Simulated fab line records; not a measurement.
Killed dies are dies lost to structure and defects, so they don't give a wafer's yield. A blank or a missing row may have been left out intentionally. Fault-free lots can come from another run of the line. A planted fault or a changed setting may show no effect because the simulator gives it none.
fab line records | flow rit-cmos
record lots=5 | wafers=27
route steps=202 shown M1@192
start-h: the number of hours between the record's first day and the start of the first shown wafer of the lot | wait-h: hours since the lot's step before | " as in the row above | L1.1+2: a row that stands for several wafers | - value missing, or start not given | * or withheld: withheld | < > ~ a bound
route shown NAME@n: names a module that has steps shown in the file, with the first one's number in the route | usual: average and standard deviation across the fault-free wafers | same: alike in all rows | chamber/n: place in a boat | sites: readings site by site | _std_site: the standard deviation of these | _edge_site: inner sites' mean taken away from outer sites' mean | radius-mm: how far each site lies from the wafer's centre | mask NAME#n: copy n | behind: tool/chamber where the wafer was last shaped | hold: cause of the lot's hold/its duration in hours/its outcome | device: the n, p or np transistor that did not switch | end of line: tests of these same wafers at the route's end | step lacking rows: just its recipe | killed: not the wafer's yield, but the dies lost to structure and defects at the first sort | map: a wafer's dies, marking killed ones x, the rest . and places with no die _
set.NAME: the setting that was run; set.NAME@STEP: the one run at that earlier step | model.NAME: the simulator's own value behind a step, which no gauge read
lots with deliberately changed settings; one table per step, one row per wafer
## steps
# step RIT_M1_DEVELOP_08
# recipe resist=NOVOLAK | develop-time-s=68 | dev-temp-c=23
lot.wafer        | tool           | chamber | start-h | wait-h | set.develop-time-s
L076.1+5+6       | litho-track-02 | 0       | -       | -      | 85.99
L076.2+3+4       | "              | 0       | "       | "      | 68
L078.1+3+6       | litho-track-01 | 0       | -       | -      | 94.92
L078.2+4+5       | "              | 0       | "       | "      | 68
L079.1+3+5       | litho-track-04 | 0       | -       | -      | 68
L079.2+4+6       | "              | 0       | "       | "      | 104
L080.1+2+3+4+5+6 | litho-track-01 | 0       | -       | -      | 68
L085.1+3+4       | litho-track-02 | 0       | -       | -      | 68
# step RIT_M1_CD_MEAS_09
# recipe target-cd-nm=2600
# usual cd-nm=2600.3/2.1
lot.wafer | tool      | chamber | start-h | wait-h | set.develop-time-s@M1_DEVELOP_08 | cd-nm
L076.1    | cd-sem-01 | -       | 65.14   | -      | 85.99                            | 2581.6
L076.2    | "         | -       | "       | "      | 68                               | 2600.8
L076.3    | "         | -       | "       | "      | 68                               | 2599.1
L076.4    | "         | -       | "       | "      | 68                               | 2602.1
L076.5    | "         | -       | "       | "      | 85.99                            | 2578.7
L076.6    | "         | -       | "       | "      | 85.99                            | 2580.9
L078.1    | cd-sem-01 | -       | 75.86   | -      | 94.92                            | 2568.7
L078.2    | "         | -       | "       | "      | 68                               | 2599.0
L078.3    | "         | -       | "       | "      | 94.92                            | 2568.3
L078.4    | "         | -       | "       | "      | 68                               | 2597.9
L078.5    | "         | -       | "       | "      | 68                               | 2599.1
L078.6    | "         | -       | "       | "      | 94.92                            | 2567.7
L079.1    | cd-sem-01 | -       | 78.72   | -      | 68                               | 2600.8
L079.2    | "         | -       | "       | "      | 104                              | 2563.7
L079.3    | "         | -       | "       | "      | 68                               | 2601.7
L079.4    | "         | -       | "       | "      | 104                              | 2565.1
L079.5    | "         | -       | "       | "      | 68                               | 2602.6
L079.6    | "         | -       | "       | "      | 104                              | 2565.1
L080.1    | cd-sem-01 | -       | 84.43   | -      | 68                               | 2601.8
L080.2    | "         | -       | "       | "      | 68                               | 2599.3
L080.3    | "         | -       | "       | "      | 68                               | 2601.9
L080.4    | "         | -       | "       | "      | 68                               | 2599.3
L080.5    | "         | -       | "       | "      | 68                               | 2600.3
L080.6    | "         | -       | "       | "      | 68                               | 2601.7
L085.1    | cd-sem-02 | -       | 110.05  | -      | 68                               | 2600.6
L085.3    | "         | -       | "       | "      | 68                               | 2600.5
L085.4    | "         | -       | "       | "      | 68                               | 2598.6
# step RIT_M1_HARDBAKE_11
# recipe resist=NOVOLAK | temp-c=140 | time-s=120
# step RIT_M1_METAL_ETCH_12
# recipe stop-on=SiO2 | chemistry=Cl2/BCl3 | target=Al | time-s=165 | over-etch-frac=0.4724 | pressure-mtorr=100 | target-depth-a=6000 | rf-w=250 | Cl2_flow_sccm=60 | bcl3-flow-sccm=50
lot.wafer  | tool         | chamber | start-h | wait-h | set.develop-time-s@M1_DEVELOP_08 | model.M1.cd-nm
L076.1     | rie-metal-02 | 1       | 65.56   | 0.2    | 85.99                            | 2580
L076.2     | "            | 0       | "       | "      | 68                               | 2597
L076.3+4   | "            | 1,0     | "       | "      | 68                               | 2598
L076.5+6   | "            | 1,0     | "       | "      | 85.99                            | 2576
L078.1+3+6 | rie-metal-01 | 0       | 76.27   | 0.2    | 94.92                            | 2571
L078.2+4+5 | "            | 1       | "       | "      | 68                               | 2599
L079.1     | rie-metal-02 | 1       | 79.12   | 0.2    | 68                               | 2597
L079.2     | "            | 0       | "       | "      | 104                              | 2557
L079.3     | "            | 1       | "       | "      | 68                               | 2602
L079.4     | "            | 0       | "       | "      | 104                              | 2558
L079.5     | "            | 1       | "       | "      | 68                               | 2600
L079.6     | "            | 0       | "       | "      | 104                              | 2560
L080.1     | rie-metal-03 | 0       | 84.84   | 0.2    | 68                               | 2604
L080.2     | "            | 1       | "       | "      | 68                               | 2594
L080.3     | "            | 0       | "       | "      | 68                               | 2605
L080.4     | "            | 1       | "       | "      | 68                               | 2595
L080.5     | "            | 0       | "       | "      | 68                               | 2602
L080.6     | "            | 1       | "       | "      | 68                               | 2597
L085.1     | rie-metal-01 | 0       | 110.45  | 0.2    | 68                               | 2604
L085.3     | "            | 1       | "       | "      | 68                               | 2600
L085.4     | "            | 0       | "       | "      | 68                               | 2602
# step RIT_M1_STRIP_13
# recipe chemistry=nmp | resist=NOVOLAK | temp-c=80 | time-s=600 | dry=n2-spin
# step RIT_M1_STRIP_14
# recipe chemistry=O2 | time-s=180 | platen-temp-c=withheld | power-w=500 | pressure-mtorr=4000 | o2-flow-sccm=4000
# step RIT_M1_CD_MEAS_90
# recipe target-cd-nm=2600
# usual cd-nm=2599/3.3
lot.wafer | tool      | chamber | start-h | wait-h | set.develop-time-s@M1_DEVELOP_08 | cd-nm
L076.1    | cd-sem-02 | -       | 66.07   | 0.1    | 85.99                            | 2580
L076.2    | "         | -       | "       | "      | 68                               | 2596
L076.3    | "         | -       | "       | "      | 68                               | 2598
L076.4    | "         | -       | "       | "      | 68                               | 2598
L076.5    | "         | -       | "       | "      | 85.99                            | 2576
L076.6    | "         | -       | "       | "      | 85.99                            | 2576
L078.1    | cd-sem-02 | -       | 76.80   | 0.1    | 94.92                            | 2571
L078.2    | "         | -       | "       | "      | 68                               | 2599
L078.3    | "         | -       | "       | "      | 94.92                            | 2571
L078.4    | "         | -       | "       | "      | 68                               | 2599
L078.5    | "         | -       | "       | "      | 68                               | 2599
L078.6    | "         | -       | "       | "      | 94.92                            | 2571
L079.1    | cd-sem-01 | -       | 79.65   | 0.1    | 68                               | 2598
L079.2    | "         | -       | "       | "      | 104                              | 2557
L079.3    | "         | -       | "       | "      | 68                               | 2602
L079.4    | "         | -       | "       | "      | 104                              | 2558
L079.5    | "         | -       | "       | "      | 68                               | 2599
L079.6    | "         | -       | "       | "      | 104                              | 2560
L080.1    | cd-sem-02 | -       | 85.35   | 0.1    | 68                               | 2604
L080.2    | "         | -       | "       | "      | 68                               | 2593
L080.3    | "         | -       | "       | "      | 68                               | 2604
L080.4    | "         | -       | "       | "      | 68                               | 2595
L080.5    | "         | -       | "       | "      | 68                               | 2602
L080.6    | "         | -       | "       | "      | 68                               | 2597
L085.1    | cd-sem-02 | -       | 111.10  | 0.1    | 68                               | 2603
L085.3    | "         | -       | "       | "      | 68                               | 2600
L085.4    | "         | -       | "       | "      | 68                               | 2602
# step RIT_M1_ANNEAL_15
# recipe temp-c=450 | time-s=1800 | ambient=forming_gas_H2N2
# step RIT_M1_PROBE_99
lot.wafer | tool      | chamber | start-h | wait-h | set.develop-time-s@ACTIVE_DEVELOP_10 | set.time-s@GATE_CVD_08 | set.develop-time-s@M1_DEVELOP_08 | model.etest.pmos-turned.r-on-ohm-um | model.etest.nmos-turned.drive-ua-um | model.etest.m1.width-nm | model.etest.pplus-sal.width-nm
L076.1    | prober-02 | -       | 68.50   | 0.1    | 23.69                                | 2590                   | 85.99                            | 3934                                | 255.5                               | 2580                    | 3532
L076.2    | prober-02 | -       | 68.55   | 0.1    | 50                                   | 2590                   | 68                               | 4055                                | 253.6                               | 2608                    | 3440
L076.3    | prober-02 | -       | 68.60   | 0.2    | 50                                   | 2590                   | 68                               | 3824                                | 259.9                               | 2593                    | 3431
L076.4    | prober-02 | -       | 68.65   | 0.2    | 23.69                                | 2590                   | 68                               | 3805                                | 264.9                               | 2606                    | 3556
L076.5    | prober-02 | -       | 68.70   | 0.2    | 23.69                                | 2590                   | 85.99                            | 3898                                | 258                                 | 2578                    | 3510
L076.6    | prober-02 | -       | 68.75   | 0.2    | 50                                   | 2590                   | 85.99                            | 4070                                | 246.9                               | 2578                    | 3450
L078.1    | prober-02 | -       | 78.58   | 0.1    | 67.19                                | 1763                   | 94.92                            | 3148                                | 391.8                               | 2570                    | 3404
L078.2    | prober-02 | -       | 78.63   | 0.1    | 67.19                                | 1763                   | 68                               | 3198                                | 391.7                               | 2598                    | 3415
L078.3    | prober-02 | -       | 78.68   | 0.2    | 50                                   | 1763                   | 94.92                            | 3236                                | 394                                 | 2577                    | 3459
L078.4    | prober-02 | -       | 78.73   | 0.2    | 50                                   | 1763                   | 68                               | 3215                                | 390.5                               | 2604                    | 3458
L078.5    | prober-02 | -       | 78.78   | 0.2    | 67.19                                | 1763                   | 68                               | 3167                                | 389                                 | 2597                    | 3398
L078.6    | prober-02 | -       | 78.83   | 0.2    | 50                                   | 1763                   | 94.92                            | 3181                                | 392.8                               | 2571                    | 3440
L079.1    | prober-01 | -       | 81.39   | 0.1    | 50                                   | 3186                   | 68                               | -                                   | -                                   | 2598                    | -
L079.2    | prober-01 | -       | 81.44   | 0.1    | 50                                   | 3186                   | 104                              | -                                   | -                                   | 2559                    | 3355
L079.3    | prober-01 | -       | 81.49   | 0.2    | 50                                   | 3186                   | 68                               | -                                   | -                                   | 2596                    | -
L079.4    | prober-01 | -       | 81.54   | 0.2    | 50                                   | 3186                   | 104                              | -                                   | -                                   | 2567                    | 3362
L079.5    | prober-01 | -       | 81.59   | 0.2    | 50                                   | 3186                   | 68                               | -                                   | -                                   | 2599                    | 3361
L079.6    | prober-01 | -       | 81.64   | 0.2    | 50                                   | 3186                   | 104                              | -                                   | -                                   | 2560                    | -
L080.1    | prober-02 | -       | 87.09   | 0.1    | 73.33                                | 1775                   | 68                               | 3001                                | 428.4                               | 2603                    | 3423
L080.2    | prober-02 | -       | 87.14   | 0.1    | 50                                   | 1775                   | 68                               | -                                   | -                                   | 2595                    | -
L080.3    | prober-02 | -       | 87.19   | 0.2    | 50                                   | 1775                   | 68                               | 3070                                | 421.2                               | 2602                    | 3440
L080.4    | prober-02 | -       | 87.24   | 0.2    | 73.33                                | 1775                   | 68                               | -                                   | -                                   | 2603                    | -
L080.5    | prober-02 | -       | 87.29   | 0.2    | 73.33                                | 1775                   | 68                               | 3044                                | 427.7                               | 2598                    | 3418
L085.1    | prober-01 | -       | 113.90  | 0.1    | 50                                   | 2220                   | 68                               | 3322                                | 344.9                               | 2604                    | 3454
L085.3    | prober-01 | -       | 114.00  | 0.2    | 50                                   | 2220                   | 68                               | 3522                                | 330                                 | 2601                    | 3447
L085.4    | prober-01 | -       | 114.05  | 0.2    | 50                                   | 2220                   | 68                               | 3396                                | 342.4                               | 2598                    | 3464
# killed by level:class
L085.1 GATE:geometric-particle:open=3 REOX:geometric-particle:open=2 FOX1:geometric-particle:open=1 SILICIDE:geometric-particle:open=1
L085.3 ACTIVE:geometric-particle:short=1 FOX1:geometric-particle:short=1 FOX1:geometric-particle:open=1 SPACER:geometric-particle:short=1 SILICIDE:geometric-particle:short=1 SILICIDE:geometric-particle:open=1
L085.4 REOX:geometric-particle:open=2 FOX1:geometric-particle:open=1 GATE:geometric-particle:open=1 REOX:geometric-particle:short=1 SPACER:geometric-particle:short=1 SILICIDE:geometric-particle:open=1
## key
split step=RIT_M1_DEVELOP_08 | setting=develop-time-s | stated=68 | by=wafer
response step=RIT_M1_CD_MEAS_09 | reading=cd-nm | change=-0.731 | per=1% | r=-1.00
response step=RIT_M1_METAL_ETCH_12 | reading=model.M1.cd-nm | change=-0.754 | per=1% | r=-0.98
response step=RIT_M1_CD_MEAS_90 | reading=cd-nm | change=-0.754 | per=1% | r=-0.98
response step=RIT_M1_PROBE_99 | reading=model.etest.m1.width-nm | change=-0.712 | per=1% | r=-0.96
split outside-this-file step=RIT_ACTIVE_DEVELOP_10 setting=develop-time-s
split outside-this-file step=RIT_GATE_CVD_08 setting=time-s
# split outside-this-file: this setting was split too, and the file shows its column; the key of that split is in another file
